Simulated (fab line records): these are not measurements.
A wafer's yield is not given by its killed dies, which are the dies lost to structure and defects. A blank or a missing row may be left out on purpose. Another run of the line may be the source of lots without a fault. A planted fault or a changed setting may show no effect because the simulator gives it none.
A struck lot beside a sound one ; flow ritCmos ; 18 out of 202 route steps
Sound: wafers L598.4, L598.5, L598.6. Wafers L603.1, L603.3, L603.6 were the ones struck. At the end, the cause is stated.
Order at every step that has rows: each side's tool, ch and its chambers, its first start. Under that, the readings that differ: sound wafers ; struck wafers ; difference of the means ; sigmas: that difference in standard deviations of wafers without a fault.
alike: readings whose means differ by less than 2 such deviations, and words and numbers that are the same on both sides. not compared: withheld readings, readings that some wafer has no value for, bounds like >300 that may hide the same value, and numbers for which the record gives no deviation and whose values overlap.
A row with sigmas, a row that says differs or no value, or rows on one side alone: a step with any of these is where the two part. Non-overlapping numbers with no deviation appear without sigmas and do not part them. A reading missing from all wafers of one side parts the sides only when that side holds two or more wafers.

first, 4 steps without rows for these wafers: RIT_NRETRO_SOFTBAKE_02 (time 60 s); RIT_NRETRO_EXPOSE_03 (exposes mask M4, target cd 43900 nm); RIT_NRETRO_PEB_04; RIT_NRETRO_DEVELOP_05 (develop time 69.49 s).
RIT_NRETRO_OVL_MEAS_06:
  sound on overlay-02 at day 5 03:39; struck on overlay-01 at day 6 07:56
  alike: NRETRO_OVL
then, 2 steps without rows for these wafers: RIT_NRETRO_HARDBAKE_07 (time 120 s); RIT_NRETRO_IMPLANT_08.
RIT_NRETRO_STRIP_09: strips in O2, time 180 s.
  sound on plasmaAsher-03 ch 0,1, day 5 04:08; struck on plasmaAsher-03 ch 1, day 6 08:22
  alike: drypumpMotorCurrentA
  not compared: rfHoursCounterH
RIT_NRETRO_TW_MEAS_10:
  sound on filmMetro-04 at day 5 04:16; struck on filmMetro-04 at day 6 08:33
  alike: NRETRO_TW
then, 3 steps without rows for these wafers: RIT_PRETRO_HMDS_00 (prime time 60 s); RIT_PRETRO_COAT_01 (resist thk 1300 nm); RIT_PRETRO_SOFTBAKE_02 (time 60 s).
RIT_PRETRO_EXPOSE_03: exposes mask M5, target cd 43700 nm.
  sound on ilineStepper-01 ch 0, day 5 04:49; struck on ilineStepper-02 ch 0, day 6 09:04
reading;sound;struck;difference;sigmas
model.PRETRO.overlayXNm (nm);0.05772 0.05772 0.05772;-150 -150 -150;-150;
  alike: mask, exposureDoseMJCm2
then, 2 steps without rows for these wafers: RIT_PRETRO_PEB_04; RIT_PRETRO_DEVELOP_05 (develop time 68 s).
RIT_PRETRO_OVL_MEAS_06:
  sound on overlay-01 at day 5 05:12; struck on overlay-02 at day 6 09:29
reading;sound;struck;difference;sigmas
PRETRO_OVL (nm);2.0 1.0 1.5;-151.3 -149.7 -150.6;-152.0;-99 or more
then, 1 step without rows for these wafers: RIT_PRETRO_HARDBAKE_07 (time 120 s).
RIT_M1_PROBE_99:
  sound on prober-02 at day 6 09:21; struck on prober-02 at day 7 13:22
  alike: killedAtFrontEnd, killedDies, killedOpen, killedShort
  not compared: model.etest.retroEdgeNmos.offLog10AUm, model.etest.retroEdgePmos.offLog10AUm

## WHERE THEY PART
At RIT_PRETRO_OVL_MEAS_06 and nowhere else, as far as this record goes. Later steps at which nothing parts them and some readings are alike: RIT_M1_PROBE_99.

WHY: what the simulator had put in
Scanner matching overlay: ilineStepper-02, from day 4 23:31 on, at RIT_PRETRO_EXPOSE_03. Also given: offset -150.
